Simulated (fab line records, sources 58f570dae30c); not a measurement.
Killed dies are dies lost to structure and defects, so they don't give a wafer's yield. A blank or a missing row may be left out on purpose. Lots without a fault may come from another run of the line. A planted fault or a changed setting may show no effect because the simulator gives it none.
A struck lot beside a sound one | flow berkeley_cmos170 | 16 steps out of a route of 331
Sound: wafers L687.1, L687.3, L687.5. Struck: wafers L694.1, L694.2, L694.4. The cause comes at the end.
At each step with rows: each side's tool, then ch and its chambers, then its first start. Under that, the readings that differ: sound wafers | struck wafers | difference of the means | sigmas: that difference in standard deviations of wafers without a fault.
alike: readings whose means differ by less than 2 such deviations, and words and numbers that are the same on both sides. not compared: withheld readings, readings that some wafer has no value for, bounds like >300 that may hide the same value, and numbers for which the record gives no deviation and whose values overlap.
The two part at a step that has a row with sigmas, a row that says differs or no value, or rows on one side only. Numbers that don't overlap but have no deviation are shown without sigmas and don't part them. A reading that every wafer of one side lacks parts them only if that side has two wafers or more.

first, 1 step without rows for these wafers: UCB170_START_OXIDATION_02 (target thk 20 nm, ox time 1800 s).
UCB170_START_THK_MEAS_03:
  sound on film_metro-02, day 2 21:16; struck on film_metro-01, day 4 05:45
  alike: START_OXIDE_THK
then, 7 steps without rows for these wafers: UCB170_START_ANNEAL_04 (time 1200 s); UCB170_ZERO_HMDS_00 (prime time 60 s); UCB170_ZERO_COAT_01 (resist thk 900 nm); UCB170_ZERO_SOFTBAKE_02 (time 60 s); UCB170_ZERO_EXPOSE_03 (exposes mask PM MARKS, target cd 4000 nm); UCB170_ZERO_PEB_04; UCB170_ZERO_DEVELOP_05 (develop time 45 s).
UCB170_ZERO_ETCH_06: etches SiO2 in CHF3/CF4/Ar, time 12 s.
  sound on rie_diel-02 ch 0,1,2, day 3 04:22; struck on rie_diel-02 ch 0,2,3, day 4 13:18
  alike: drypump_motor_current_A, oes_product_au, throttle_valve_pct
  not compared: rf_hours_counter_h
UCB170_ZERO_STRIP_07: strips in O2.
  sound on plasma_asher-01 ch 0,1, day 3 04:24; struck on plasma_asher-01 ch 0,1, day 4 13:19
  alike: drypump_motor_current_A, oes_product_au, strip_time_to_endpoint_s
  not compared: rf_hours_counter_h
then, 1 step without rows for these wafers: UCB170_NWELL_WET_ETCH_00 (etches SiO2 in dHF, time 200 s).
UCB170_NWELL_OXIDATION_01: target thk 26.4 nm, ox time 1260 s.
  sound on furnace-01 ch 0, day 3 10:30; struck on furnace-02 ch 0, day 4 19:53
  reading               | sound                | struck               | difference | sigmas
  spike_tc_centre_C (C) | 1001.1 1001.3 1000.4 | 1004.3 1004.3 1003.2 | +3.0       | +2
  alike: spike_tc_load_C, spike_tc_source_C, tube_center_temp_C_max
UCB170_NWELL_THK_MEAS_02:
  sound on film_metro-04, day 3 11:51; struck on film_metro-03, day 4 21:14
  reading              | sound          | struck         | difference | sigmas
  NWELL_OXIDE_THK (nm) | 26.7 26.6 26.6 | 39.0 38.5 38.6 | +12.1      | +28
then, 1 step without rows for these wafers: UCB170_NWELL_ANNEAL_03 (time 900 s).
UCB170_M3_PROBE_99:
  the record has rows for the sound wafers here (prober-01, day 10 13:29) and none for the struck ones

WHERE THEY PART
First at UCB170_NWELL_OXIDATION_01; last, within this record, at UCB170_M3_PROBE_99.

WHY: what the simulator had put in
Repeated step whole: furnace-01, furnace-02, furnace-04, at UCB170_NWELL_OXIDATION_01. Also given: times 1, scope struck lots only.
